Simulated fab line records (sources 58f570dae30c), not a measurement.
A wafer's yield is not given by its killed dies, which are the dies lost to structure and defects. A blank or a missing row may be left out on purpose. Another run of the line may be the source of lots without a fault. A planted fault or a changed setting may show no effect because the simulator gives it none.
Which tool was responsible?    flow berkeley-cmos170    45 wafers sampled from 15 lots at 1 step of a route of 331

WHAT THE GAUGES SHOWED, per wafer
The record holds no reading of a measuring or inspecting step that can be judged against a usual standard deviation.

EACH LOT AND THE TOOL THAT RAN IT (in order: tool; ch and the chambers of the sampled wafers; start)
lot   UCB170_NVT_DEVELOP_05
L501  litho-track-01 ch 0, day 5 04:00
L505  litho-track-02 ch 0, day 6 09:00
L504  litho-track-01 ch 0, day 6 20:00
L509  litho-track-04, day 7 08:00
L508  litho-track-01, day 7 09:00
L511  litho-track-01, day 7 20:00
L515  litho-track-01 ch 0, day 8 10:00
L516  litho-track-02 ch 0, day 8 18:00
L517  litho-track-01 ch 0, day 8 18:00
L519  litho-track-01 ch 0, day 9 04:00
L518  litho-track-01 ch 0, day 9 04:00
L521  litho-track-01 ch 0, day 9 18:00
L520  litho-track-04 ch 0, day 9 18:00
L522  litho-track-01 ch 0, day 9 22:00
L523  litho-track-02 ch 0, day 10 14:00
- UCB170_NVT_DEVELOP_05: develop time 45 s.

AS READ BY THE TOOLS THEMSELVES (means over the sampled wafers that have a number; for cases with no such wafer, the mark the record gives instead)
UCB170_NVT_DEVELOP_05. Usual: chill-plate-temp-C 22.99 C, standard deviation 0.11; developer-temp-C 20.99 C, standard deviation 0.11; exhaust-pa 45.1 Pa, standard deviation 0.91.
lot   tool            chill-plate-temp-C (C)  developer-temp-C (C)  exhaust-pa (Pa)  flag
L501  litho-track-01  22.87                   21.06                 46.2             
L505  litho-track-02  23.01                   21.00                 45.6             
L504  litho-track-01  23.02                   21.01                 45.4             
L509  litho-track-04  -                       -                     -                OFF
L508  litho-track-01  -                       -                     -                OFF
L511  litho-track-01  -                       -                     -                OFF
L515  litho-track-01  22.94                   20.94                 45.6             
L516  litho-track-02  23.07                   21.13                 45.2             
L517  litho-track-01  22.95                   20.96                 43.9             
L519  litho-track-01  23.06                   20.90                 45.2             
L518  litho-track-01  23.11                   21.05                 45.4             
L521  litho-track-01  22.93                   20.98                 45.2             
L520  litho-track-04  23.05                   21.23                 45.4             
L522  litho-track-01  22.90                   20.96                 44.3             
L523  litho-track-02  23.09                   20.90                 43.7             

THE ANSWER, worked out from the rows above alone
Rule: take the mean of a lot's wafers that have a number; if it is more than 3 standard deviations from the usual mean, the lot is off. A lot without any number at a reading at which 4 lots or more have one is off too. Any other lot the step has rows for is counted as sound. Order of review: gauges by route order, followed by the tools' own readings, for which a lot's mean as printed above is used. The first step at which some lot is off is used, and at that step the reading that is off furthest; a lot without a number counts as furthest.
Off: L509, L508, L511, at UCB170_NVT_DEVELOP_05 (chill-plate-temp-C). Without a number there: L509, L508, L511.
If a tool, at that step or one of the process steps before it, ran each lot that is off and ran no sound lot following the first of them, it fits. Of those tried, none fits.

WHAT WAS PUT IN BY THE SIMULATOR
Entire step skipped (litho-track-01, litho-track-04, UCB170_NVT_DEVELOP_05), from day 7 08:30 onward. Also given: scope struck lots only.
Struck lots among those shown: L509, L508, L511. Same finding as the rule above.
